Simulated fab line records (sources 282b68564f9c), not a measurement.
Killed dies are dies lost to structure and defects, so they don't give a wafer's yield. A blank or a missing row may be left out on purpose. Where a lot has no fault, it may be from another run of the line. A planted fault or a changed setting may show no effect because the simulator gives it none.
Struck lot and sound lot, side by side    flow rit cmos    14 out of 202 route steps
Sound: these wafers, L675.1, L675.3, L675.4. Wafers struck: L685.1, L685.3, L685.6. The cause comes at the end.
At each step with rows: each side's tool, then ch and its chambers, then its first start. Under that, the readings that differ: sound wafers    struck wafers    difference of the means    sigmas: that difference in standard deviations of wafers without a fault.
alike: readings with means less than 2 such deviations apart, plus words and numbers identical on both sides. not compared: withheld readings, readings lacking a value on some wafer, bounds such as >300 that could conceal the same value, and numbers that have no deviation in the record and whose values overlap.
The two part at a step that has a row with sigmas, a row that says differs or no value, or rows on one side only. When numbers do not overlap yet have no deviation, they are printed without sigmas and do not part them. A reading that every wafer of one side lacks parts them only if that side has two wafers or more.

first, 2 steps without rows for these wafers: RIT_PWELL_HARDBAKE_07 (time 120 s); RIT_PWELL_IMPLANT_08.
RIT_PWELL_STRIP_09: strips in O2, time 180 s.
  sound on plasma asher-03 ch 0,1, day 2 14:21; struck on plasma asher-03 ch 0,1, day 4 15:32
  alike: drypump motor current A
  not compared: rf hours counter h
RIT_PWELL_TW_MEAS_10:
  sound on film metro-04 at day 2 14:32; struck on film metro-01 at day 4 15:43
  alike: PWELL_TW
then, 1 step without rows for these wafers: RIT_WELLDRIVE_ANNEAL_00 (time 14700 s).
RIT_WELLDRIVE_RS_MEAS_01: the measuring method here is four-point-probe.
  sound on film metro-02 at day 2 19:40; struck on film metro-01 at day 4 21:44
  alike: NWELL_RS
RIT_WELLDRIVE_RS_MEAS_02: the measuring method here is four-point-probe.
  sound on film metro-02 at day 2 19:47; struck on film metro-01 at day 4 21:52
  alike: PWELL_RS
then, 5 steps without rows for these wafers: RIT_NRETRO_HMDS_00 (prime time 60 s); RIT_NRETRO_COAT_01 (resist thk 1300 nm); RIT_NRETRO_SOFTBAKE_02 (time 60 s); RIT_NRETRO_EXPOSE_03 (exposes mask M4, target cd 43900 nm); RIT_NRETRO_PEB_04.
RIT_NRETRO_DEVELOP_05: develop time 68 s.
  sound on litho track-01 ch 0, day 2 20:00; struck on litho track-01, day 4 22:00
  no value came back on the struck wafers for chill plate temp C (C), develop time s (s), developer temp C (C); on the sound wafers chill plate temp C (C) reads 23.06 23.00 22.93
RIT_NRETRO_OVL_MEAS_06:
  sound on overlay-01 at day 2 20:47; struck on overlay-01 at day 4 22:59
reading          sound          struck  difference                     sigmas
NRETRO_OVL (nm)  -1.5 -0.6 0.1  - - -   no value on the struck wafers  

## WHERE THEY PART
At RIT_NRETRO_DEVELOP_05 first; at RIT_NRETRO_OVL_MEAS_06 last (within this record only).

WHY: the cause the simulator had injected
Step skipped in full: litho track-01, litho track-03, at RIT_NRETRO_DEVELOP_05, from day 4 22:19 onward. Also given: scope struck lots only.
